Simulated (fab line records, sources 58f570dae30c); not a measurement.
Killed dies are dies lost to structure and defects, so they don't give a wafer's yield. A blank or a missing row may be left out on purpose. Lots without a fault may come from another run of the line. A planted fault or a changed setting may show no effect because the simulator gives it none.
fab line records | flow berkeley_cmos170
record lots=5 wafers=15 last_day=11
route steps=331 shown M1@241 V1@254 M2@271
lots that met no fault: from a run of the same line without faults
start_h: hours from the record's first day to the start of the lot's first wafer shown | wait_h: hours since the lot's step before | " the same as in the row above | L1.1+2: a row that stands for several wafers | - no value, or no start given | * or withheld: withheld | < > ~ a bound
route shown NAME@n: a module of which the file shows steps, and the number in the route of the first | usual: mean/standard deviation of fault-free wafers | same: alike in all rows | chamber/n: place in a boat | sites: the reading at each site | _std_site: their standard deviation | _edge_site: outer sites' mean less inner sites' | radius_mm: how far each site lies from the wafer's centre | mask NAME#n: copy n | behind: the tool/chamber that last shaped the wafer | hold: why the lot was held/for how many hours/how that ended | device: the transistor (n, p or np) that didn't switch | end of line: the same wafers' tests at the end of the route | a step without rows: its recipe alone | killed: dies lost to structure and defects at the first sort, not the wafer's yield | map: a wafer's dies, x killed, . not, _ none there
set.NAME: the setting as run; set.NAME@STEP: as run at that earlier step | model.NAME: the simulator's own value behind a step, which no gauge read
lots at some steps of the route; a table a step, a row a wafer
services: from which hour (start_h, from the record's first day; less than 0 if before it) a tool's chamber was out of use, for how many hours, and why
## steps
# step UCB170_M1_COAT_03
# recipe resist=BARC temp_c=withheld time_s=withheld spin_rpm=3000 resist_thk_nm=withheld
# columns lot.wafer tool chamber start_h wait_h
L076.2+4+6 litho_track-03 0 167.83 0.1
L082.1+2+3 litho_track-03 0 195.28 0.1
L087.2+3+4 litho_track-01 0 214.15 0.1
L090.1+2+6 litho_track-03 0 240.20 0.6
L096.1+2+5 litho_track-01 0 254.68 0.3
# step UCB170_M1_COAT_04
# recipe resist=KrF spin_rpm=1500 resist_thk_nm=900
# columns lot.wafer tool chamber start_h wait_h
L076.2+4+6 litho_track-03 0 - -
L082.1+2+3 litho_track-03 0 - -
L087.2+3+4 litho_track-01 0 - -
L090.1+2+6 litho_track-03 0 - -
L096.1+2+5 litho_track-01 0 - -
# step UCB170_M1_SOFTBAKE_05
# recipe resist=KrF temp_c=130 time_s=60
# usual heater_power_total_W=56.80/0.044 plate_temp_C=129.99/0.13
# columns lot.wafer tool chamber start_h wait_h heater_power_total_W plate_temp_C
L076.2 litho_track-03 0 - - 56.82 130.00
L076.4 " 0 " " 56.70 129.99
L076.6 " 0 " " 56.86 130.02
L082.1 litho_track-03 0 - - 56.75 129.93
L082.2 " 0 " " 56.86 130.05
L082.3 " 0 " " 56.72 130.17
L087.2 litho_track-01 0 - - 56.73 129.83
L087.3 " 0 " " 56.79 129.96
L087.4 " 0 " " 56.83 129.88
L090.1 litho_track-03 0 - - 56.85 129.82
L090.2 " 0 " " 56.75 130.19
L090.6 " 0 " " 56.87 130.09
L096.1 litho_track-01 0 - - 56.87 130.00
L096.2 " 0 " " 56.77 129.94
L096.5 " 0 " " 56.76 129.88
# step UCB170_M1_EXPOSE_06
# recipe mask_id=METAL1 target_cd_nm=700 na=0.5 sigma_outer=0.6 source_shape=conventional dose_mj=21
# usual focus_offset_nm=-0.1/0.46 stage_vel_mm_s=500.02/0.23
# columns lot.wafer tool chamber start_h wait_h mask focus_offset_nm stage_vel_mm_s
L076.2 krf_scanner-02 0 168.39 - METAL1#0 -0.2 500.24
L076.4 " 0 " " METAL1#0 -0.1 500.33
L076.6 " 0 " " METAL1#0 -0.3 500.14
L082.1 krf_scanner-02 0 195.85 - METAL1#0 -0.1 499.92
L082.2 " 0 " " METAL1#0 0.4 500.18
L082.3 " 0 " " METAL1#0 -0.2 499.90
L087.2 krf_scanner-01 0 214.59 - METAL1#0 -0.3 499.75
L087.3 " 0 " " METAL1#0 0.2 500.09
L087.4 " 0 " " METAL1#0 0.1 499.71
L090.1 krf_scanner-01 0 - - METAL1#0 0.2 500.07
L090.2 " 0 " " METAL1#0 -1.1 499.86
L090.6 " 0 " " METAL1#0 -0.4 499.94
L096.1 krf_scanner-02 0 255.13 - METAL1#0 0.2 500.02
L096.2 " 0 " " METAL1#0 -0.5 500.35
L096.5 " 0 " " METAL1#0 0.1 499.93
# step UCB170_M1_PEB_07
# recipe peb_temp_c=130 peb_time_s=withheld resist=KrF
# usual heater_power_total_W=56.80/0.04 plate_temp_C=130.02/0.15
# columns lot.wafer tool chamber start_h wait_h heater_power_total_W plate_temp_C
L076.2 litho_track-03 0 168.55 0.1 56.84 130.11
L076.4 " 0 " " 56.84 129.98
L076.6 " 0 " " 56.84 129.90
L082.1 litho_track-03 0 195.97 0.1 56.75 129.94
L082.2 " 0 " " 56.84 129.78
L082.3 " 0 " " 56.77 130.04
L087.2 litho_track-02 0 215.45 0.8 56.83 129.97
L087.3 " 0 " " 56.85 130.07
L087.4 " 0 " " 56.77 130.33
L090.1 litho_track-03 0 - - 56.77 129.78
L090.2 " 0 " " 56.87 129.70
L090.6 " 0 " " 56.84 130.11
L096.1 litho_track-01 0 255.58 0.4 56.72 130.20
L096.2 " 0 " " 56.79 130.40
L096.5 " 0 " " 56.83 130.28
# step UCB170_M1_DEVELOP_08
# recipe developer=TMAH develop_time_s=45 resist=KrF dev_temp_c=21
# columns lot.wafer tool chamber start_h wait_h
L076.2+4+6 litho_track-03 0 - -
L082.1+2+3 litho_track-03 0 - -
L087.2+3+4 litho_track-02 0 - -
L090.1+2+6 litho_track-03 0 - -
L096.1+2+5 litho_track-01 0 - -
# step UCB170_M1_CD_MEAS_09
# recipe target_cd_nm=700
# usual cd_nm=700.2/1.3
# columns lot.wafer tool chamber start_h wait_h cd_nm
L076.2 cd_sem-01 - 168.83 - 700.9
L076.4 " - " " 700.5
L076.6 " - " " 702.3
L082.1 cd_sem-01 - 196.25 - 701.2
L082.2 " - " " 699.4
L082.3 " - " " 700.6
L087.2 cd_sem-01 - 215.72 - 703.2
L087.3 " - " " 701.9
L087.4 " - " " 704.1
L090.1 cd_sem-01 - 242.10 - 701.6
L090.2 " - " " 702.4
L090.6 " - " " 701.6
L096.1 cd_sem-02 - 255.86 - 701.5
L096.2 " - " " 700.7
L096.5 " - " " 701.2
# step UCB170_M1_OVL_MEAS_10
# usual M1_OVL=3/4.9
# columns lot.wafer tool chamber start_h wait_h M1_OVL[nm]
L076.2 overlay-01 - 168.94 0.1 3
L076.4 " - " " 9
L076.6 " - " " 2
L082.1 overlay-01 - 196.37 0.1 6
L082.2 " - " " 4
L082.3 " - " " 3
L087.2 overlay-01 - 215.82 0.1 12
L087.3 " - " " 15
L087.4 " - " " 10
L090.1 overlay-02 - 242.22 0.1 9
L090.2 " - " " 6
L090.6 " - " " 0
L096.1 overlay-01 - 255.98 0.1 2
L096.2 " - " " 2
L096.5 " - " " 2
# step UCB170_M1_ETCH_11
# recipe chemistry=N2/H2 target_depth_a=withheld overetch_a=withheld target=BARC time_s=withheld source_w=500 bias_w=100 pressure_mtorr=30 n2_flow_sccm=100 h2_flow_sccm=200
# usual drypump_motor_current_A=6.0/0.48 oes_product_au=1.00/0.033 throttle_valve_pct=13.34/0.19
# columns lot.wafer tool chamber start_h wait_h drypump_motor_current_A oes_product_au throttle_valve_pct
L076.2 rie_diel-03 3 168.97 0.0 6.2 1.02 13.53
L076.4 " 1 " " 6.0 1.02 13.18
L076.6 " 3 " " 6.2 1.04 13.54
L082.1 rie_diel-01 2 196.40 0.0 6.8 1.05 13.31
L082.2 " 0 " " 6.0 0.95 13.37
L082.3 " 1 " " 5.6 1.02 13.80
L087.2 rie_diel-03 2 215.85 0.0 6.6 1.01 13.21
L087.3 " 1 " " 5.9 1.03 13.19
L087.4 " 3 " " 6.1 1.03 13.54
L090.1 rie_diel-01 2 242.25 0.0 6.8 1.04 13.31
L090.2 " 0 " " 6.0 0.95 13.37
L090.6 " 1 " " 5.6 1.02 13.78
L096.1 rie_diel-01 0 256.02 0.0 6.0 0.95 13.39
L096.2 " 1 " " 5.6 1.02 13.78
L096.5 " 1 " " 5.6 1.02 13.78
# step UCB170_M1_METAL_ETCH_12
# recipe chemistry=Cl2/BCl3 target=Al stop_on=PSG pressure_mtorr=12 target_depth_a=7800 over_etch_frac=0.3 time_s=130 icp_w=600 bias_w=120 Cl2_flow_sccm=90 bcl3_flow_sccm=45
# usual drypump_motor_current_A=5.5/0.46 oes_product_au=0.854/0.012 throttle_valve_pct=24.43/0.25
# columns lot.wafer tool chamber start_h wait_h drypump_motor_current_A oes_product_au rf_hours_counter_h throttle_valve_pct
L076.2 rie_metal-02 0 169.01 - 6.3 0.834 2 24.80
L076.4 " 1 " " 6.0 0.872 - 24.52
L076.6 " 0 " " 6.3 0.830 - 24.81
L082.1 rie_metal-04 0 196.44 - 5.1 0.851 18 24.06
L082.2 " 0 " " 5.1 0.866 - 24.03
L082.3 " 0 " " 5.1 0.850 - 24.04
L087.2 rie_metal-02 0 215.89 - 6.3 0.840 3 24.81
L087.3 " 1 " " 6.0 0.850 - 24.53
L087.4 " 0 " " 6.3 0.832 - 24.79
L090.1 rie_metal-02 0 242.29 - 6.3 0.830 4 24.81
L090.2 " 1 " " 6.0 0.870 14 24.51
L090.6 " 0 " " 6.3 0.839 - 24.80
L096.1 rie_metal-02 0 256.06 - 6.3 0.825 4 24.80
L096.2 " 1 " " 6.0 0.860 15 24.51
L096.5 " 1 " " 6.0 0.866 - 24.53
# step UCB170_M1_STRIP_13
# recipe chemistry=O2 power_w=400 pressure_mtorr=3500 platen_temp_c=withheld o2_flow_sccm=400 overash_fraction=0.5
# usual drypump_motor_current_A=5.8/0.32 oes_product_au=0.720/0.0045
# columns lot.wafer tool chamber start_h wait_h drypump_motor_current_A oes_product_au rf_hours_counter_h
L076.2 plasma_asher-03 1 169.14 0.1 5.5 0.723 37
L076.4 " 0 " " 6.2 0.722 -
L076.6 " 0 " " 6.2 0.728 -
L082.1 plasma_asher-04 0 196.71 0.2 6.2 0.722 11
L082.2 " 1 " " 5.8 0.724 11
L082.3 " 1 " " 5.8 0.711 -
L087.2 plasma_asher-04 1 216.03 0.1 5.8 0.715 13
L087.3 " 1 " " 5.8 0.719 -
L087.4 " 0 " " 6.2 0.712 -
L090.1 plasma_asher-04 1 242.43 0.1 5.8 0.714 16
L090.2 " 0 " " 6.2 0.726 16
L090.6 " 0 " " 6.2 0.715 -
L096.1 plasma_asher-03 1 256.19 0.1 5.5 0.719 46
L096.2 " 0 " " 6.2 0.719 46
L096.5 " 1 " " 5.5 0.714 -
# step UCB170_M1_CD_MEAS_90
# recipe target_cd_nm=700
# usual cd_nm=700.2/3
# columns lot.wafer tool chamber start_h wait_h cd_nm
L076.2 cd_sem-01 - 169.35 0.2 697.2
L076.4 " - " " 701.9
L076.6 " - " " 699.2
L082.1 cd_sem-01 - 196.81 0.1 703.2
L082.2 " - " " 701.5
L082.3 " - " " 704.3
L087.2 cd_sem-01 - 216.15 0.1 698.7
L087.3 " - " " 704.0
L087.4 " - " " 699.1
L090.1 cd_sem-02 - 242.53 0.1 697.6
L090.2 " - " " 700.3
L090.6 " - " " 699.3
L096.1 cd_sem-02 - 256.29 0.1 695.8
L096.2 " - " " 697.9
L096.5 " - " " 698.1
# step UCB170_M1_ANNEAL_14
# recipe temp_c=400 time_s=1200 ambient=forming_gas
# columns lot.wafer tool chamber start_h wait_h
L076.2+4+6 - - 171.19 1.8
L082.1+2+3 - - 200.30 3.5
L087.2+3+4 - - 220.15 4.0
L090.1+2+6 - - 244.61 2.1
L096.1+2+5 - - 259.90 3.6
# step UCB170_V1_CVD_00
# recipe material=SiO2 target_thk_nm=2000 temp_c=390 precursor=TEOS/O2 time_s=250 rf_w=550 pressure_mtorr=9000
# usual heater_power_w=266/46
# columns lot.wafer tool chamber start_h wait_h heater_power_w
L076.2 pecvd-04 2 172.52 0.0 236
L076.4 " 2 " " 289
L076.6 " 0 " " 341
L082.1 pecvd-04 1 201.63 0.0 307
L082.2 " 0 " " 347
L082.3 " 2 " " 256
L087.2 pecvd-04 1 221.49 0.0 247
L087.3 " 2 " " 292
L087.4 " 1 " " 301
L090.1 pecvd-04 1 245.94 0.0 280
L090.2 " 2 " " 307
L090.6 " 0 " " 245
L096.1 pecvd-03 0 261.24 0.0 361
L096.2 " 2 " " 330
L096.5 " 0 " " 266
# step UCB170_V1_THK_MEAS_01
# recipe reads=SiO2_of_V1_CVD_00
# usual V1_TEOS_THK=2003/28
# columns lot.wafer tool chamber start_h wait_h V1_TEOS_THK[nm]
L076.2 film_metro-01 - 172.69 0.1 1959
L076.4 " - " " 1956
L076.6 " - " " 1984
L082.1 film_metro-02 - 201.79 0.1 1982
L082.2 " - " " 1969
L082.3 " - " " 1957
L087.2 film_metro-01 - 221.73 0.2 1980
L087.3 " - " " 1993
L087.4 " - " " 2013
L090.1 film_metro-01 - 246.10 0.1 1986
L090.2 " - " " 1995
L090.6 " - " " 2066
L096.1 film_metro-02 - 261.39 0.1 2004
L096.2 " - " " 1965
L096.5 " - " " 2014
# step UCB170_V1_CMP_02
# recipe material=SiO2 down_force_psi=6 platen_rpm=60 pad_velocity_m_s=0.75398
# usual motor_current_A=16.0/1.6
# columns lot.wafer tool chamber start_h wait_h motor_current_A
L076.2 cmp-02 2 172.79 0.1 19.1
L076.4 " 0 " " 14.6
L076.6 " 1 " " 16.2
L082.3 cmp-01 2 201.90 0.1 15.4
L082.1 " 3 " " 16.9
L082.2 " 0 " " 17.6
L087.4 cmp-02 2 222.00 0.2 18.8
L087.2 " 3 " " 15.5
L087.3 " 0 " " 14.2
L090.1 cmp-02 2 246.21 0.1 20.0
L090.2 " 3 " " 14.8
L090.6 " 1 " " 16.1
L096.1 cmp-01 3 261.45 0.1 15.7
L096.2 " 0 " " 17.8
L096.5 " 3 " " 16.5
# step UCB170_V1_BOW_MEAS_03
# recipe mode=bow
# usual V1_BOW=19/6.9
# columns lot.wafer tool chamber start_h wait_h V1_BOW[um]
L076.2 film_metro-03 - 173.06 0.2 23
L076.4 " - " " 23
L076.6 " - " " 11
L082.1 film_metro-01 - 202.15 0.1 15
L082.2 " - " " 20
L082.3 " - " " 15
L087.2 film_metro-03 - 222.32 0.2 18
L087.3 " - " " 13
L087.4 " - " " 10
L090.1 film_metro-01 - 246.46 0.2 18
L090.2 " - " " 12
L090.6 " - " " 17
L096.1 film_metro-03 - 261.75 0.2 11
L096.2 " - " " 28
L096.5 " - " " 24
# step UCB170_V1_THK_MEAS_04
# recipe reads=SiO2_of_V1_CVD_00
# usual V1_POLISHED_THK=1014.6/1.2
# columns lot.wafer tool chamber start_h wait_h V1_POLISHED_THK[nm]
L076.2 film_metro-03 - 173.17 0.1 1015.7
L076.4 " - " " 1014.2
L076.6 " - " " 1014.9
L082.1 film_metro-01 - 202.27 0.1 1014.9
L082.2 " - " " 1016.8
L082.3 " - " " 1016.9
L087.2 film_metro-03 - 222.43 0.1 1013.2
L087.3 " - " " 1014.6
L087.4 " - " " 1012.7
L090.1 film_metro-01 - 246.58 0.1 1014.5
L090.2 " - " " 1011.9
L090.6 " - " " 1013.4
L096.1 film_metro-03 - 261.87 0.1 1013.8
L096.2 " - " " 1014.7
L096.5 " - " " 1013.8
# step UCB170_V1_CLEAN_05
# recipe chemistry=DIW
# columns lot.wafer tool chamber start_h wait_h
L076.2+4+6 wet_bench-03 2 173.23 0.1
L082.1+2+3 wet_bench-01 1 202.33 0.1
L087.2+3+4 wet_bench-03 0 222.48 0.0
L090.1+2+6 wet_bench-01 3 246.64 0.1
L096.1+2+5 wet_bench-01 1 262.68 0.8
# step UCB170_V1_HMDS_06
# recipe prime_time_s=60 prime_temp_c=100
# columns lot.wafer tool chamber start_h wait_h
L076.2+4+6 litho_track-03 0 173.82 0.4
L082.1+2+3 litho_track-04 0 203.61 1.1
L087.2+3+4 litho_track-01 0 222.85 0.2
L090.1+2+6 litho_track-01 0 246.81 0.0
L096.1+2+5 litho_track-04 0 262.86 0.0
# step UCB170_V1_COAT_07
# recipe resist=KrF spin_rpm=1500 resist_thk_nm=900
# columns lot.wafer tool chamber start_h wait_h
L076.2+4+6 litho_track-03 0 173.97 0.1
L082.1+2+3 litho_track-04 0 203.76 0.1
L087.2+3+4 litho_track-01 0 223.00 0.1
L090.1+2+6 litho_track-01 0 246.96 0.1
L096.1+2+5 litho_track-04 0 263.01 0.1
# step UCB170_V1_SOFTBAKE_08
# recipe resist=KrF temp_c=130 time_s=60
# usual heater_power_total_W=56.80/0.044 plate_temp_C=130.02/0.14
# columns lot.wafer tool chamber start_h wait_h heater_power_total_W plate_temp_C
L076.2 litho_track-03 0 174.12 0.1 56.76 130.05
L076.4 " 0 " " 56.80 130.06
L076.6 " 0 " " 56.80 130.13
L082.1 litho_track-04 0 203.91 0.1 56.78 130.00
L082.2 " 0 " " 56.81 130.18
L082.3 " 0 " " 56.89 130.17
L087.2 litho_track-01 0 223.15 0.1 56.82 129.81
L087.3 " 0 " " 56.88 129.93
L087.4 " 0 " " 56.87 129.88
L090.1 litho_track-01 0 247.11 0.1 56.74 129.74
L090.2 " 0 " " 56.78 129.81
L090.6 " 0 " " 56.81 130.02
L096.1 litho_track-04 0 263.16 0.1 56.77 129.95
L096.2 " 0 " " 56.79 130.02
L096.5 " 0 " " 56.80 130.07
# step UCB170_V1_EXPOSE_09
# recipe mask_id=VIA1 target_cd_nm=700 na=0.5 sigma_outer=0.6 source_shape=conventional dose_mj=37.25
# usual focus_offset_nm=0.1/0.5 stage_vel_mm_s=500.04/0.27
# columns lot.wafer tool chamber start_h wait_h mask focus_offset_nm stage_vel_mm_s
L076.2 krf_scanner-01 0 174.41 0.3 VIA1#0 0.0 499.79
L076.4 " 0 " " VIA1#0 -0.4 499.94
L076.6 " 0 " " VIA1#0 -0.1 499.53
L082.1 krf_scanner-01 0 204.23 0.3 VIA1#0 -0.2 500.23
L082.2 " 0 " " VIA1#0 -0.6 500.45
L082.3 " 0 " " VIA1#0 -0.5 500.46
L087.2 krf_scanner-01 0 223.33 0.2 VIA1#0 0.6 499.93
L087.3 " 0 " " VIA1#0 -0.2 499.75
L087.4 " 0 " " VIA1#0 0.5 500.30
L090.1 krf_scanner-02 0 247.26 0.1 VIA1#0 0.2 500.43
L090.2 " 0 " " VIA1#0 -0.1 499.97
L090.6 " 0 " " VIA1#0 0.3 500.04
L096.1 krf_scanner-02 0 263.43 0.2 VIA1#0 0.2 499.93
L096.2 " 0 " " VIA1#0 0.3 499.65
L096.5 " 0 " " VIA1#0 0.4 500.08
# step UCB170_V1_PEB_10
# recipe peb_temp_c=130 peb_time_s=withheld resist=KrF
# usual heater_power_total_W=56.80/0.05 plate_temp_C=130.02/0.15
# columns lot.wafer tool chamber start_h wait_h heater_power_total_W plate_temp_C
L076.2 litho_track-03 0 175.10 0.7 56.75 130.04
L076.4 " 0 " " 56.84 130.10
L076.6 " 0 " " 56.74 129.98
L082.1 litho_track-03 0 205.16 0.9 56.82 129.81
L082.2 " 0 " " 56.78 129.95
L082.3 " 0 " " 56.82 130.07
L087.2 litho_track-01 0 223.57 0.2 56.77 130.18
L087.3 " 0 " " 56.84 130.30
L087.4 " 0 " " 56.82 130.19
L090.1 litho_track-01 0 247.38 0.1 56.79 129.96
L090.2 " 0 " " 56.84 129.88
L090.6 " 0 " " 56.76 129.88
L096.1 litho_track-03 0 263.72 0.3 56.86 129.85
L096.2 " 0 " " 56.82 129.94
L096.5 " 0 " " 56.80 129.81
# step UCB170_V1_DEVELOP_11
# recipe developer=TMAH develop_time_s=45 resist=KrF dev_temp_c=21
# columns lot.wafer tool chamber start_h wait_h
L076.2+4+6 litho_track-03 0 - -
L082.1+2+3 litho_track-03 0 - -
L087.2+3+4 litho_track-01 0 - -
L090.1+2+6 litho_track-01 0 - -
L096.1+2+5 litho_track-03 0 - -
# step UCB170_V1_CD_MEAS_12
# recipe target_cd_nm=700
# usual cd_nm=699.6/1.1
# columns lot.wafer tool chamber start_h wait_h cd_nm
L076.2 cd_sem-02 - 175.37 - 701.2
L076.4 " - " " 701.6
L076.6 " - " " 700.3
L082.1 cd_sem-02 - 205.43 - 698.7
L082.2 " - " " 701.1
L082.3 " - " " 698.4
L087.2 cd_sem-02 - 223.84 - 698.9
L087.3 " - " " 699.1
L087.4 " - " " 699.0
L090.1 cd_sem-02 - 247.65 - 701.3
L090.2 " - " " 699.9
L090.6 " - " " 699.9
L096.1 cd_sem-01 - 264.00 - 698.3
L096.2 " - " " 697.8
L096.5 " - " " 699.2
# step UCB170_V1_OVL_MEAS_13
# usual V1_OVL=1/5.8
# columns lot.wafer tool chamber start_h wait_h V1_OVL[nm]
L076.2 overlay-01 - 175.47 0.1 8
L076.4 " - " " 2
L076.6 " - " " 12
L082.1 overlay-01 - 205.55 0.1 3
L082.2 " - " " 1
L082.3 " - " " 5
L087.2 overlay-02 - 223.95 0.1 -7
L087.3 " - " " 4
L087.4 " - " " -5
L090.1 overlay-01 - 247.77 0.1 -3
L090.2 " - " " 3
L090.6 " - " " 7
L096.1 overlay-01 - 264.12 0.1 -6
L096.2 " - " " -3
L096.5 " - " " -5
# step UCB170_V1_ETCH_14
# recipe chemistry=CHF3/CF4/Ar target=SiO2 stop_on=Al CHF3_flow_sccm=45 cf4_flow_sccm=15 Ar_flow_sccm=150 pressure_mtorr=200 rf_w=700 target_depth_a=12500 over_etch_frac=0.25 time_s=291
# usual CHF3_flow_sccm=44.99/0.14 drypump_motor_current_A=5.6/0.52 oes_product_au=0.881/0.014 throttle_valve_pct=6.92/0.074
# columns lot.wafer tool chamber start_h wait_h CHF3_flow_sccm drypump_motor_current_A oes_product_au rf_hours_counter_h throttle_valve_pct
L076.2 rie_diel-04 2 175.50 0.0 44.96 5.4 0.881 0 6.77
L076.4 " 1 " " 44.94 5.0 0.888 1 6.85
L076.6 " 3 " " 45.25 6.0 0.867 - 6.90
L082.1 rie_diel-02 3 205.59 0.0 44.91 5.6 0.887 0 6.92
L082.2 " 2 " " 45.13 4.8 0.879 24 6.96
L082.3 " 1 " " 44.92 5.0 0.902 7 7.02
L087.2 rie_diel-02 1 223.98 0.0 44.87 5.0 0.901 8 7.03
L087.3 " 2 " " 44.98 4.7 0.880 24 6.94
L087.4 " 3 " " 44.95 5.6 0.881 1 6.92
L090.1 rie_diel-04 0 247.81 0.0 45.13 5.7 0.900 21 7.01
L090.2 " 3 " " 44.95 6.0 0.860 91 6.90
L090.6 " 3 " " 44.69 6.0 0.865 - 6.88
L096.1 rie_diel-03 0 264.15 0.0 45.07 6.4 0.877 125 7.01
L096.2 " 2 " " 44.99 6.6 0.886 62 6.95
L096.5 " 0 " " 45.20 6.4 0.876 - 6.98
# step UCB170_V1_STRIP_15
# recipe chemistry=O2 power_w=400 pressure_mtorr=3500 platen_temp_c=withheld o2_flow_sccm=400 overash_fraction=0.5
# usual drypump_motor_current_A=5.5/0.43 oes_product_au=0.721/0.0049 strip_time_to_endpoint_s=15.33/0.2
# columns lot.wafer tool chamber start_h wait_h drypump_motor_current_A oes_product_au rf_hours_counter_h strip_time_to_endpoint_s
L076.2 plasma_asher-02 0 175.68 0.1 4.9 0.730 43 15.20
L076.4 " 1 " " 5.1 0.725 - 15.24
L076.6 " 1 " " 5.1 0.725 - 15.61
L082.1 plasma_asher-01 0 205.77 0.1 5.4 0.716 48 15.42
L082.2 " 1 " " 5.8 0.729 48 15.39
L082.3 " 0 " " 5.4 0.719 - 15.01
L087.2 plasma_asher-03 0 224.16 0.1 6.2 0.722 42 15.12
L087.3 " 0 " " 6.2 0.718 - 15.38
L087.4 " 1 " " 5.5 0.725 - 15.39
L090.1 plasma_asher-01 0 247.99 0.1 5.4 0.722 53 15.48
L090.2 " 1 " " 5.8 0.724 53 15.66
L090.6 " 1 " " 5.8 0.716 - 15.73
L096.1 plasma_asher-02 0 264.33 0.1 4.9 0.722 55 15.43
L096.2 " 1 " " 5.2 0.718 55 15.00
L096.5 " 1 " " 5.2 0.719 - 15.40
# step UCB170_V1_CD_MEAS_90
# recipe target_cd_nm=700
# usual cd_nm=699.4/1.3
# columns lot.wafer tool chamber start_h wait_h cd_nm
L076.2 cd_sem-02 - 175.80 0.1 701.2
L076.4 " - " " 701.1
L076.6 " - " " 698.8
L082.1 cd_sem-01 - 205.87 0.1 697.3
L082.2 " - " " 700.5
L082.3 " - " " 697.9
L087.2 cd_sem-01 - 224.28 0.1 698.0
L087.3 " - " " 698.9
L087.4 " - " " 698.8
L090.1 cd_sem-02 - 248.09 0.1 701.3
L090.2 " - " " 699.6
L090.6 " - " " 699.9
L096.1 cd_sem-02 - 264.43 0.1 697.0
L096.2 " - " " 697.9
L096.5 " - " " 698.0
# step UCB170_M2_PRE_CLEAN_00
# recipe gas=Ar preclean_etch_time_s=60
# columns lot.wafer tool chamber start_h wait_h
L076.2+4+6 pvd_sputter-01 - 175.90 0.1
L082.1+2+3 pvd_sputter-02 - 205.99 0.1
L087.2+3+4 pvd_sputter-01 - 224.38 0.1
L090.1+2+6 pvd_sputter-02 - 248.21 0.1
L096.1+2+5 pvd_sputter-02 - 264.55 0.1
# step UCB170_M2_SPUTTER_01
# recipe material=Al target_thk_nm=900 time_s=120 power_w=6000 chamber_pressure_pa=0.5
# usual throttle_valve_pct=30.9/0.55
# columns lot.wafer tool chamber start_h wait_h throttle_valve_pct
L076.2 pvd_sputter-01 - 175.97 0.0 31.7
L076.4 " - " " 30.4
L076.6 " - " " 31.7
L082.1 pvd_sputter-02 - 206.05 0.0 30.4
L082.2 " - " " 30.7
L082.3 " - " " 32.0
L087.2 pvd_sputter-01 - 224.44 0.0 30.5
L087.3 " - " " 30.6
L087.4 " - " " 32.0
L090.1 pvd_sputter-02 - 248.28 0.0 31.0
L090.2 " - " " 30.8
L090.6 " - " " 30.7
L096.1 pvd_sputter-02 - 264.62 0.0 31.7
L096.2 " - " " 30.8
L096.5 " - " " 30.6
# step UCB170_M2_RS_MEAS_02
# recipe thk_meas_gauge=four-point-probe reads=Al_of_M2_SPUTTER_01
# usual M2_AL_RS=0.0322/0.00047
# columns lot.wafer tool chamber start_h wait_h M2_AL_RS[ohm/sq]
L076.2 film_metro-03 - 176.07 0.1 0.0330
L076.4 " - " " 0.0326
L076.6 " - " " 0.0329
L082.1 film_metro-03 - 206.14 0.0 0.0318
L082.2 " - " " 0.0327
L082.3 " - " " 0.0318
L087.2 film_metro-04 - 224.55 0.1 0.0321
L087.3 " - " " 0.0328
L087.4 " - " " 0.0327
L090.1 film_metro-01 - 248.37 0.0 0.0325
L090.2 " - " " 0.0325
L090.6 " - " " 0.0322
L096.1 film_metro-04 - 264.70 0.0 0.0316
L096.2 " - " " 0.0321
L096.5 " - " " 0.0317
# step UCB170_M2_THK_MEAS_03
# recipe thk_meas_gauge=xrf reads=Al_of_M2_SPUTTER_01
# usual M2_AL_THK=925/15
# columns lot.wafer tool chamber start_h wait_h M2_AL_THK[nm]
L076.2 film_metro-03 - 176.18 0.1 897
L076.4 " - " " 913
L076.6 " - " " 907
L082.1 film_metro-03 - 206.26 0.1 932
L082.2 " - " " 915
L082.3 " - " " 943
L087.2 film_metro-04 - 224.66 0.1 932
L087.3 " - " " 907
L087.4 " - " " 908
L090.1 film_metro-01 - 248.49 0.1 917
L090.2 " - " " 919
L090.6 " - " " 917
L096.1 film_metro-04 - 264.82 0.1 943
L096.2 " - " " 933
L096.5 " - " " 945
# step UCB170_M2_HMDS_04
# recipe prime_time_s=60 prime_temp_c=100
# columns lot.wafer tool chamber start_h wait_h
L076.2+4+6 litho_track-01 0 176.31 0.1
L082.1+2+3 litho_track-04 0 206.68 0.4
L087.2+3+4 litho_track-04 0 224.73 0.1
L090.1+2+6 litho_track-04 0 249.08 0.6
L096.1+2+5 litho_track-01 0 264.88 0.1
# step UCB170_M2_COAT_05
# recipe resist=KrF spin_rpm=1500 resist_thk_nm=900
# columns lot.wafer tool chamber start_h wait_h
L076.2+4+6 litho_track-01 0 176.46 0.1
L082.1+2+3 litho_track-04 0 206.83 0.1
L087.2+3+4 litho_track-04 0 224.88 0.1
L090.1+2+6 litho_track-04 0 249.23 0.1
L096.1+2+5 litho_track-01 0 265.03 0.1
# step UCB170_M2_SOFTBAKE_06
# recipe resist=KrF temp_c=130 time_s=60
# usual heater_power_total_W=56.81/0.043 plate_temp_C=130.01/0.13
# columns lot.wafer tool chamber start_h wait_h heater_power_total_W plate_temp_C
L076.2 litho_track-01 0 176.61 0.1 56.74 130.05
L076.4 " 0 " " 56.83 130.25
L076.6 " 0 " " 56.75 130.23
L082.1 litho_track-04 0 206.98 0.1 56.81 130.27
L082.2 " 0 " " 56.84 130.12
L082.3 " 0 " " 56.83 130.00
L087.2 litho_track-04 0 225.03 0.1 56.79 130.00
L087.3 " 0 " " 56.86 130.09
L087.4 " 0 " " 56.85 129.98
L090.1 litho_track-04 0 249.38 0.1 56.71 130.11
L090.2 " 0 " " 56.73 130.05
L090.6 " 0 " " 56.78 130.06
L096.1 litho_track-01 0 265.18 0.1 56.79 130.02
L096.2 " 0 " " 56.75 130.00
L096.5 " 0 " " 56.86 130.01
## services
# columns tool chamber start_h hours kind
cmp-01 - 147.12 0.8 repair
cmp-02 - 148.51 6.2 pm
rie_diel-02 2 170.21 5.9 repair
krf_scanner-02 - 170.31 4.0 pm
plasma_asher-02 - 174.93 0.5 repair
rie_diel-02 - 184.64 0.7 repair
rie_diel-01 - 198.21 0.3 repair
krf_scanner-02 - 204.08 1.3 pm
rie_diel-02 - 209.49 2.8 pm
rie_diel-01 2 209.91 3.7 repair
pecvd-04 0 215.81 5.8 repair
krf_scanner-01 - 216.05 0.8 pm
rie_metal-02 0 218.96 17.5 repair
cmp-01 - 220.32 0.5 repair
rie_metal-02 - 220.84 0.8 repair
rie_diel-01 - 227.85 0.4 repair
krf_scanner-01 - 234.18 4.3 repair
plasma_asher-01 - 240.03 2.6 repair
krf_scanner-01 - 242.73 0.6 repair
krf_scanner-02 - 244.21 0.8 pm
krf_scanner-01 - 251.39 1.0 pm
rie_diel-03 0 253.56 4.2 repair
furnace-01 - 260.14 2.8 pm
pvd_sputter-01 - 264.16 1.3 repair
## key
fault none
